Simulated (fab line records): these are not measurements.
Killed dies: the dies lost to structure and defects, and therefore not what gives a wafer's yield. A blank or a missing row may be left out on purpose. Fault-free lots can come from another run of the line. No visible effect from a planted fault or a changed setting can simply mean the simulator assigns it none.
fab line records + flow berkeleyCmos170
[record]
- lots = 15
- wafers = 45
- lastDay = 12
route steps=331 shown ZERO@12 ACTIVE@63 PFIELD@84 V2@300
lots with no fault: from the same line, run without faults
startH: the number of hours between the record's first day and the start of the first shown wafer of the lot + waitH: hours from the lot's prior step to this one + " repeats the value in the row above + L1.1+2: several wafers, shown together as one row + - value missing, or start not given + * or withheld: withheld + < > ~ a bound
route shown NAME@n: a module of which the file shows steps, and the number in the route of the first + usual: the fault-free wafers' mean and standard deviation + same: alike in all rows + chamber/n: place in a boat + sites: per-site readings + _std_site: their standard deviation + _edge_site: mean of outer sites minus mean of inner sites + radiusMm: for every site, how far away it sits from the centre of the wafer + mask NAME#n: copy n + behind: the tool/chamber that last shaped the wafer + hold: cause of the lot's hold/its duration in hours/its outcome + device: the n, p or np transistor that did not switch + end of line: the same wafers' tests at the end of the route + for a step that has no rows: nothing shown but its recipe + killed: dies lost to structure and defects at the first sort, not the wafer's yield + map: per-die view of a wafer (x killed, . not killed, _ where there is no die)
set.NAME: the setting as run; set.NAME@STEP: as run at that earlier step + model.NAME: the simulator's own value behind a step, which no gauge read
steps of the route over a sample of lots; a table a step, a row a wafer
services: when a tool's chamber went out of use (startH, in hours from the record's first day, below 0 if earlier), for how many hours, and the reason
[[steps]]
[step UCB170_ZERO_ETCH_06]
[recipe]
- chemistry = CHF3/CF4/Ar
- target = SiO2
- timeS = 12
- pressureMtorr = 100
- rfW = 500
- CHF3_flow_sccm = 50
- cf4FlowSccm = 10
- Ar_flow_sccm = 120
- overEtchFrac = 1.58
[usual]
- drypumpMotorCurrentA = 5.6/0.4
- oesProductAu = 0.619/0.01
- throttleValvePct = 9.29/0.15
| lot.wafer | tool       | chamber | startH | waitH | drypumpMotorCurrentA | oesProductAu | rfHoursCounterH | throttleValvePct |
|-----------|------------|---------|--------|-------|----------------------|--------------|-----------------|------------------|
| L618.2    | rieDiel-01 | 1       | 22.92  | -     | 5.8                  | 0.619        | 19              | 9.51             |
| L618.3    | "          | 2       | "      | "     | 5.9                  | 0.616        | 64              | 9.24             |
| L618.5    | "          | 1       | "      | "     | 5.8                  | 0.628        | -               | 9.50             |
| L619.1    | rieDiel-03 | 1       | 28.59  | -     | 5.4                  | 0.635        | 4               | 9.03             |
| L619.5    | "          | 0       | "      | "     | 5.6                  | 0.607        | -               | 9.39             |
| L619.6    | "          | 1       | "      | "     | 5.4                  | 0.632        | -               | 9.03             |
| L620.2    | rieDiel-04 | 2       | 34.72  | -     | 5.8                  | 0.625        | 38              | 9.30             |
| L620.3    | "          | 1       | "      | "     | 4.9                  | 0.626        | 142             | 9.26             |
| L620.6    | "          | 1       | "      | "     | 4.9                  | 0.626        | -               | 9.25             |
| L622.3    | rieDiel-01 | 3       | 44.27  | -     | 6.4                  | 0.633        | 50              | 9.44             |
| L622.4    | "          | 2       | "      | "     | 5.9                  | 0.613        | 65              | 9.24             |
| L622.6    | "          | 2       | "      | "     | 5.9                  | 0.619        | -               | 9.25             |
| L623.4    | rieDiel-01 | 1       | 50.17  | -     | 5.8                  | 0.631        | 20              | 9.52             |
| L623.5    | "          | 2       | "      | "     | 5.9                  | 0.610        | -               | 9.25             |
| L623.6    | "          | 1       | "      | "     | 5.8                  | 0.627        | -               | 9.50             |
| L625.2    | rieDiel-03 | 2       | 59.62  | -     | 5.5                  | 0.625        | 166             | 9.49             |
| L625.3    | "          | 1       | "      | "     | 5.4                  | 0.630        | 6               | 9.02             |
| L625.6    | "          | 0       | "      | "     | 5.6                  | 0.612        | -               | 9.41             |
| L626.3    | rieDiel-04 | 2       | 64.04  | -     | 5.9                  | 0.623        | 39              | 9.30             |
| L626.4    | "          | 1       | "      | "     | 4.9                  | 0.629        | 143             | 9.24             |
| L626.6    | "          | 3       | "      | "     | 5.5                  | 0.604        | -               | 9.00             |
| L627.2    | rieDiel-01 | 3       | 69.47  | -     | 6.5                  | 0.632        | 51              | 9.43             |
| L627.3    | "          | 2       | "      | "     | 5.9                  | 0.620        | 66              | 9.24             |
| L627.4    | "          | 1       | "      | "     | 5.8                  | 0.634        | 20              | 9.50             |
| L628.1    | rieDiel-04 | 0       | 73.17  | -     | 6.0                  | 0.614        | 14              | 9.26             |
| L628.4    | "          | 1       | "      | "     | 4.9                  | 0.626        | 144             | 9.23             |
| L628.5    | "          | 3       | "      | "     | 5.5                  | 0.609        | -               | 8.99             |
| L631.1    | rieDiel-03 | 1       | 87.10  | -     | 5.4                  | 0.638        | 7               | 9.03             |
| L631.3    | "          | 0       | "      | "     | 5.6                  | 0.609        | 71              | 9.42             |
| L631.6    | "          | 3       | "      | "     | 5.1                  | 0.619        | -               | 9.36             |
| L633.2    | rieDiel-04 | 0       | 96.60  | -     | 6.0                  | 0.618        | 15              | 9.25             |
| L633.5    | "          | 1       | "      | "     | 4.9                  | 0.626        | -               | 9.25             |
| L633.6    | "          | 2       | "      | "     | 5.9                  | 0.617        | -               | 9.30             |
| L634.3    | rieDiel-03 | 3       | 100.76 | -     | 5.1                  | 0.621        | 138             | 9.35             |
| L634.5    | "          | 0       | "      | "     | 5.6                  | 0.606        | -               | 9.38             |
| L634.6    | "          | 3       | "      | "     | 5.1                  | 0.611        | -               | 9.35             |
| L635.3    | rieDiel-03 | 3       | 109.99 | -     | 5.1                  | 0.606        | 138             | 9.38             |
| L635.4    | "          | 1       | "      | "     | 5.4                  | 0.636        | 9               | 9.04             |
| L635.5    | "          | 3       | "      | "     | 5.1                  | 0.614        | -               | 9.36             |
| L636.1    | rieDiel-04 | 3       | 115.51 | -     | 5.5                  | 0.619        | 10              | 9.00             |
| L636.2    | "          | 1       | "      | "     | 4.9                  | 0.628        | 146             | 9.25             |
| L636.3    | "          | 0       | "      | "     | 6.1                  | 0.613        | 16              | 9.23             |
| L640.3    | rieDiel-04 | 2       | 133.98 | -     | 5.8                  | 0.625        | 43              | 9.29             |
| L640.5    | "          | 1       | "      | "     | 4.9                  | 0.633        | -               | 9.25             |
| L640.6    | "          | 0       | "      | "     | 6.1                  | 0.615        | -               | 9.25             |
[step UCB170_ACTIVE_THK_MEAS_03]
[recipe]
- reads = SiO2_of_ACTIVE_OXIDATION_02
[usual]
- ACTIVE_OXIDE_THK = 26.5/0.5
| lot.wafer | tool         | chamber | startH | waitH | ACTIVE_OXIDE_THK[nm] |
|-----------|--------------|---------|--------|-------|----------------------|
| L618.2    | filmMetro-03 | -       | 69.36  | 0.0   | 25.7                 |
| L618.3    | "            | -       | "      | "     | 25.8                 |
| L618.5    | "            | -       | "      | "     | 25.8                 |
| L619.1    | filmMetro-04 | -       | 76.40  | 0.0   | 26.9                 |
| L619.5    | "            | -       | "      | "     | 26.3                 |
| L619.6    | "            | -       | "      | "     | 26.7                 |
| L620.2    | filmMetro-01 | -       | 84.56  | 0.0   | 27.2                 |
| L620.3    | "            | -       | "      | "     | 27.6                 |
| L620.6    | "            | -       | "      | "     | 27.5                 |
| L622.3    | filmMetro-03 | -       | 89.75  | 0.0   | 26.5                 |
| L622.4    | "            | -       | "      | "     | 26.8                 |
| L622.6    | "            | -       | "      | "     | 26.1                 |
| L623.4    | filmMetro-04 | -       | 105.78 | 0.0   | 26.3                 |
| L623.5    | "            | -       | "      | "     | 25.7                 |
| L623.6    | "            | -       | "      | "     | 26.1                 |
| L625.2    | filmMetro-01 | -       | 110.50 | 0.0   | 26.3                 |
| L625.3    | "            | -       | "      | "     | 26.5                 |
| L625.6    | "            | -       | "      | "     | 26.4                 |
| L626.3    | filmMetro-04 | -       | 110.51 | 0.0   | 27.0                 |
| L626.4    | "            | -       | "      | "     | 27.5                 |
| L626.6    | "            | -       | "      | "     | 27.2                 |
| L627.2    | filmMetro-03 | -       | 118.60 | 0.0   | 25.8                 |
| L627.3    | "            | -       | "      | "     | 25.6                 |
| L627.4    | "            | -       | "      | "     | 25.6                 |
| L628.1    | filmMetro-03 | -       | 125.79 | 0.0   | 27.0                 |
| L628.4    | "            | -       | "      | "     | 26.6                 |
| L628.5    | "            | -       | "      | "     | 26.8                 |
| L631.1    | filmMetro-04 | -       | 137.23 | 0.0   | 26.5                 |
| L631.3    | "            | -       | "      | "     | 26.2                 |
| L631.6    | "            | -       | "      | "     | 26.6                 |
| L633.2    | filmMetro-04 | -       | 147.25 | 0.0   | 26.5                 |
| L633.5    | "            | -       | "      | "     | 26.7                 |
| L633.6    | "            | -       | "      | "     | 26.4                 |
| L636.1    | filmMetro-03 | -       | 166.38 | 0.0   | 26.5                 |
| L636.2    | "            | -       | "      | "     | 26.2                 |
| L636.3    | "            | -       | "      | "     | 26.5                 |
| L634.3    | filmMetro-01 | -       | 166.40 | 0.0   | 26.5                 |
| L634.5    | "            | -       | "      | "     | 26.6                 |
| L634.6    | "            | -       | "      | "     | 27.0                 |
| L635.3    | filmMetro-01 | -       | 166.46 | 0.1   | 26.9                 |
| L635.4    | "            | -       | "      | "     | 27.0                 |
| L635.5    | "            | -       | "      | "     | 27.2                 |
| L640.3    | filmMetro-04 | -       | 188.08 | 0.0   | 26.4                 |
| L640.5    | "            | -       | "      | "     | 26.1                 |
| L640.6    | "            | -       | "      | "     | 26.2                 |
[step UCB170_PFIELD_DEVELOP_05]
[recipe]
- developer = TMAH
- developTimeS = 45
- resist = KrF
- devTempC = 21
[usual]
- chillPlateTempC = 23.00/0.11
- developTimeS = 45/0
| lot.wafer | tool          | chamber | startH | waitH | chillPlateTempC | developTimeS |
|-----------|---------------|---------|--------|-------|-----------------|--------------|
| L618.2    | lithoTrack-03 | 0       | 79     | -     | 23.12           | 45           |
| L618.3    | "             | 0       | "      | "     | 23.20           | 45           |
| L618.5    | "             | 0       | "      | "     | 23.07           | 45           |
| L619.1    | lithoTrack-03 | 0       | 91     | -     | 23.11           | 45           |
| L619.5    | "             | 0       | "      | "     | 23.04           | 45           |
| L619.6    | "             | 0       | "      | "     | 22.99           | 45           |
| L620.2    | lithoTrack-04 | 0       | 97     | -     | 22.91           | 45           |
| L620.3    | "             | 0       | "      | "     | 22.93           | 45           |
| L620.6    | "             | 0       | "      | "     | 22.78           | 45           |
| L622.3    | lithoTrack-02 | 0       | 101    | -     | 23.18           | 45           |
| L622.4    | "             | 0       | "      | "     | 23.04           | 45           |
| L622.6    | "             | 0       | "      | "     | 23.15           | 45           |
| L625.2    | lithoTrack-04 | 0       | 122    | -     | 23.07           | 45           |
| L625.3    | "             | 0       | "      | "     | 23.11           | 45           |
| L625.6    | "             | 0       | "      | "     | 23.07           | 45           |
| L623.4    | lithoTrack-04 | 0       | 123    | -     | 23.06           | 45           |
| L623.5    | "             | 0       | "      | "     | 22.90           | 45           |
| L623.6    | "             | 0       | "      | "     | 22.96           | 45           |
| L626.3    | lithoTrack-03 | 0       | 123    | -     | 22.95           | 45           |
| L626.4    | "             | 0       | "      | "     | 23.11           | 45           |
| L626.6    | "             | 0       | "      | "     | 23.06           | 45           |
| L627.2    | lithoTrack-02 | 0       | 127    | -     | 22.76           | 45           |
| L627.3    | "             | 0       | "      | "     | 22.82           | 45           |
| L627.4    | "             | 0       | "      | "     | 22.88           | 45           |
| L628.1    | lithoTrack-02 | 0       | 134    | -     | 23.00           | 45           |
| L628.4    | "             | 0       | "      | "     | 22.86           | 45           |
| L628.5    | "             | 0       | "      | "     | 22.98           | 45           |
| L631.1    | lithoTrack-02 | 0       | 146    | -     | 23.11           | 45           |
| L631.3    | "             | 0       | "      | "     | 23.12           | 45           |
| L631.6    | "             | 0       | "      | "     | 22.97           | 45           |
| L633.2    | lithoTrack-04 | 0       | 154    | -     | 22.83           | 45           |
| L633.5    | "             | 0       | "      | "     | 23.14           | 45           |
| L633.6    | "             | 0       | "      | "     | 22.92           | 45           |
| L634.3    | lithoTrack-04 | -       | 178    | -     | -               | -            |
| L634.5    | "             | -       | "      | "     | -               | -            |
| L634.6    | "             | -       | "      | "     | -               | -            |
| L635.3    | lithoTrack-04 | -       | 178    | -     | -               | -            |
| L635.4    | "             | -       | "      | "     | -               | -            |
| L635.5    | "             | -       | "      | "     | -               | -            |
| L636.1    | lithoTrack-02 | -       | 179    | -     | -               | -            |
| L636.2    | "             | -       | "      | "     | -               | -            |
| L636.3    | "             | -       | "      | "     | -               | -            |
| L640.3    | lithoTrack-03 | 0       | 199    | -     | 23.05           | 45           |
| L640.5    | "             | 0       | "      | "     | 22.83           | 45           |
| L640.6    | "             | 0       | "      | "     | 23.03           | 45           |
[step UCB170_V2_SOFTBAKE_08]
[recipe]
- resist = KrF
- tempC = 130
- timeS = 61.37
[usual]
- plateSensorTCentreC = 131.41/0.011
- plateSensorTEdgeC = 131.53/0.0095
| lot.wafer | tool          | chamber | startH | waitH | plateSensorTCentreC | plateSensorTEdgeC |
|-----------|---------------|---------|--------|-------|---------------------|-------------------|
| L618.2    | lithoTrack-01 | 0       | 156.64 | 0.1   | 131.4               | 131.54            |
| L618.3    | "             | 0       | "      | "     | 131.41              | 131.54            |
| L618.5    | "             | 0       | "      | "     | 131.43              | 131.51            |
| L619.1    | lithoTrack-04 | 0       | 172.10 | 0.1   | 131.41              | 131.5             |
| L619.5    | "             | 0       | "      | "     | 131.4               | 131.54            |
| L619.6    | "             | 0       | "      | "     | 131.41              | 131.53            |
| L622.3    | lithoTrack-04 | 0       | 183.53 | 0.1   | 131.39              | 131.53            |
| L622.4    | "             | 0       | "      | "     | 131.41              | 131.51            |
| L622.6    | "             | 0       | "      | "     | 131.39              | 131.53            |
| L620.2    | lithoTrack-01 | 0       | 184.01 | 0.1   | 131.41              | 131.53            |
| L620.3    | "             | 0       | "      | "     | 131.4               | 131.55            |
| L620.6    | "             | 0       | "      | "     | 131.4               | 131.54            |
| L626.3    | lithoTrack-04 | 0       | 217.51 | 0.1   | 131.42              | 131.53            |
| L626.4    | "             | 0       | "      | "     | 131.4               | 131.54            |
| L626.6    | "             | 0       | "      | "     | 131.4               | 131.54            |
| L625.2    | lithoTrack-01 | 0       | 217.51 | 0.1   | 131.4               | 131.53            |
| L625.3    | "             | 0       | "      | "     | 131.39              | 131.54            |
| L625.6    | "             | 0       | "      | "     | 131.4               | 131.52            |
| L623.4    | lithoTrack-02 | 0       | 217.78 | 0.1   | 131.41              | 131.52            |
| L623.5    | "             | 0       | "      | "     | 131.39              | 131.54            |
| L623.6    | "             | 0       | "      | "     | 131.41              | 131.52            |
| L627.2    | lithoTrack-02 | 0       | 221.43 | 0.1   | 131.4               | 131.52            |
| L627.3    | "             | 0       | "      | "     | 131.4               | 131.54            |
| L627.4    | "             | 0       | "      | "     | 131.39              | 131.53            |
| L628.1    | lithoTrack-04 | 0       | 233.06 | 0.1   | 131.4               | 131.54            |
| L628.4    | "             | 0       | "      | "     | 131.4               | 131.53            |
| L628.5    | "             | 0       | "      | "     | 131.41              | 131.53            |
| L631.1    | lithoTrack-01 | 0       | 239.07 | 0.1   | 131.42              | 131.52            |
| L631.3    | "             | 0       | "      | "     | 131.41              | 131.53            |
| L631.6    | "             | 0       | "      | "     | 131.4               | 131.53            |
| L633.2    | lithoTrack-04 | 0       | 239.35 | 0.1   | 131.38              | 131.52            |
| L633.5    | "             | 0       | "      | "     | 131.39              | 131.55            |
| L633.6    | "             | 0       | "      | "     | 131.42              | 131.53            |
| L635.3    | lithoTrack-04 | 0       | 265.80 | 0.1   | 131.42              | 131.54            |
| L635.4    | "             | 0       | "      | "     | 131.4               | 131.54            |
| L635.5    | "             | 0       | "      | "     | 131.41              | 131.52            |
| L634.3    | lithoTrack-01 | 0       | 266.88 | 0.1   | 131.41              | 131.54            |
| L634.5    | "             | 0       | "      | "     | 131.41              | 131.54            |
| L634.6    | "             | 0       | "      | "     | 131.39              | 131.53            |
| L636.1    | lithoTrack-01 | 0       | 267.30 | 0.1   | 131.39              | 131.53            |
| L636.2    | "             | 0       | "      | "     | 131.42              | 131.53            |
| L636.3    | "             | 0       | "      | "     | 131.41              | 131.54            |
| L640.3    | lithoTrack-01 | 0       | 290.81 | 0.1   | 131.41              | 131.53            |
| L640.5    | "             | 0       | "      | "     | 131.38              | 131.54            |
| L640.6    | "             | 0       | "      | "     | 131.42              | 131.53            |
[[services]]
| tool       | chamber | startH | hours | kind          |
|------------|---------|--------|-------|---------------|
| rieDiel-01 | -       | 62.50  | 2.3   | repair        |
| rieDiel-04 | 2       | 78.70  | 7.3   | repair        |
| rieDiel-03 | 2       | 82.93  | -     | clean         |
| rieDiel-03 | 2       | 82.93  | 15.6  | scheduledDown |
| rieDiel-03 | 2       | 82.93  | 15.6  | ventCycle     |
| rieDiel-04 | 2       | 101.45 | 3.5   | repair        |
| rieDiel-04 | 0       | 116.39 | 4.4   | repair        |
| rieDiel-04 | 0       | 134.18 | 4.5   | repair        |
| rieDiel-03 | 0       | 143.74 | 3.4   | repair        |
| rieDiel-03 | -       | 160.25 | 2.2   | repair        |
| rieDiel-04 | 1       | 198.98 | -     | clean         |
| rieDiel-04 | 1       | 198.98 | 18.0  | scheduledDown |
| rieDiel-04 | 1       | 198.98 | 18.0  | ventCycle     |
| rieDiel-03 | 0       | 210.64 | 10.1  | repair        |
| rieDiel-03 | 3       | 212.10 | 8.1   | repair        |
| rieDiel-03 | 3       | 220.74 | -     | clean         |
| rieDiel-03 | 3       | 220.74 | 20.8  | scheduledDown |
| rieDiel-03 | 3       | 220.74 | 20.8  | ventCycle     |
| rieDiel-04 | 3       | 229.16 | 6.1   | repair        |
| rieDiel-01 | -       | 273.65 | 2.8   | pm            |
[[key]]
[firstSign]
- step = UCB170_PFIELD_DEVELOP_05
- reading = toolRecord
- direction = missing
effect none on later readings
metAt UCB170_PFIELD_DEVELOP_05
struckLots L634,L635,L636
sortLeftOut L634.3,L634.5,L634.6,L635.3,L635.4,L635.5,L636.1,L636.2,L636.3
testerLeftOut L634,L635,L636
notActingAt UCB170_ZERO_ETCH_06,UCB170_ACTIVE_THK_MEAS_03,UCB170_V2_SOFTBAKE_08
[fault]
- kind = skippedStepWhole
- tool = lithoTrack-02,lithoTrack-04
- chamber = -
- onsetH = 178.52
- steps = UCB170_PFIELD_DEVELOP_05
- scope = struckLotsOnly
// testerLeftOut: of these lots the tester's yield and bins aren't shown, on N5 and GAA mostly nor the transistor test; their killed dies are dies lost to structure and defects alone, not to doping, threshold or leakage, so they don't give the yield
// sortLeftOut: the simulated sort isn't trusted on such a fault, so these wafers' sort isn't shown, and their yield isn't known
